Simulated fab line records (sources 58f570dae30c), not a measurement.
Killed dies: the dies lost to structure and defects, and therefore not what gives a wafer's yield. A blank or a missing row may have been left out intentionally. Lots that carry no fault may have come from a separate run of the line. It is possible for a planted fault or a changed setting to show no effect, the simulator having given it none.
Which tool did it? -- flow berkeley-cmos170 -- 15 lots, 45 wafers sampled, at 2 steps of a route of 331

## WHAT THE GAUGES SHOWED, per wafer
UCB170_PLDD_OVL_MEAS_07.
lot,measured,on,PLDD_OVL (nm)
L328,day 6 07:40,overlay-01,-11 -7 -12
L331,day 6 21:26,overlay-01,-1 -1 3
L332,day 6 21:50,overlay-02,2 -4 0
L333,day 7 04:20,overlay-02,2 -1 7
L334,day 7 13:05,overlay-01,-2 -4 2
L335,day 8 00:05,overlay-01,-5 -2 3
L336,day 8 00:26,overlay-02,5 2 -7
L338,day 8 04:15,overlay-02,4 2 3
L340,day 8 10:04,overlay-01,-3 -2 -7
L341,day 9 04:49,overlay-02,187 189 189
L345,day 9 05:10,overlay-02,184 177 176
L343,day 9 05:46,overlay-02,172 177 183
L347,day 9 18:19,overlay-01,3 0 4
L346,day 9 18:34,overlay-02,-10 -7 2
L350,day 10 16:11,overlay-01,-6 -1 -5

## WHICH TOOL RAN EACH LOT (tool, then ch and the chambers of the sampled wafers, then the start)
lot,UCB170_PLDD_EXPOSE_03
L328,"krf-scanner-02 ch 0, day 6 07:08"
L331,"krf-scanner-02 ch 0, day 6 20:55"
L332,"krf-scanner-01 ch 0, day 6 21:20"
L333,"krf-scanner-02 ch 0, day 7 03:37"
L334,"krf-scanner-02 ch 0, day 7 11:56"
L335,"krf-scanner-01 ch 0, day 7 23:25"
L336,"krf-scanner-01 ch 0, day 7 23:50"
L338,"krf-scanner-02 ch 0, day 8 03:45"
L340,"krf-scanner-02 ch 0, day 8 09:13"
L341,"krf-scanner-02 ch 0, day 9 03:57"
L345,"krf-scanner-02 ch 0, day 9 04:04"
L343,"krf-scanner-02 ch 0, day 9 04:33"
L347,"krf-scanner-01 ch 0, day 9 17:25"
L346,"krf-scanner-01 ch 0, day 9 17:33"
L350,"krf-scanner-01 ch 0, day 10 15:40"
- UCB170_PLDD_EXPOSE_03: exposes mask PSELECT, target cd 1200 nm.

## WHAT THE TOOLS THEMSELVES READ (means of the sampled wafers that have a number; where no wafer has one, the mark that the record gives instead)
The record holds no such reading with a usual standard deviation.

## THE ANSWER, worked out from the rows above alone
Rule: the usual values come from the lots themselves. Put in order of their means at a reading, lots are off if they are a third of the lots or fewer, leave a main group of 4 or more, and stand apart from it by a gap of 3 or more times the standard deviation of the main group's means; of several such gaps the widest counts. Not used: any main group whose means are identical at the precision the tables above print for the reading. A lot without any number at a reading at which 4 lots or more have one is off too. Any other lot the step has rows for is counted as sound. First the gauges in route order, then the tools' own readings, where a lot's mean is used as printed above. At the first step where some lot is off, the reading lying furthest off is the one used; lots without a number count as furthest.
Off: L341, L345, L343, seen at UCB170_PLDD_OVL_MEAS_07 (PLDD_OVL). Main group: mean -2 nm, sd 3.6.
If a tool, at a process step before that reading, ran all the lots that are off and no sound lot after the first of them, it fits. The gauges at UCB170_PLDD_OVL_MEAS_07 are tried like those tools. One fits: UCB170_PLDD_EXPOSE_03 on krf-scanner-02. A fault onset in the window from L340 (day 8 09:13, its last sound lot) to L341 (day 9 03:57, its first lot off) fits.

## WHAT HAD BEEN PUT IN BY THE SIMULATOR
Scanner matching overlay: krf-scanner-02, from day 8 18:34 on, at UCB170_PLDD_EXPOSE_03. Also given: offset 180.
Shown lots that were struck: L341, L345, L343. The rule given above showed the same thing.
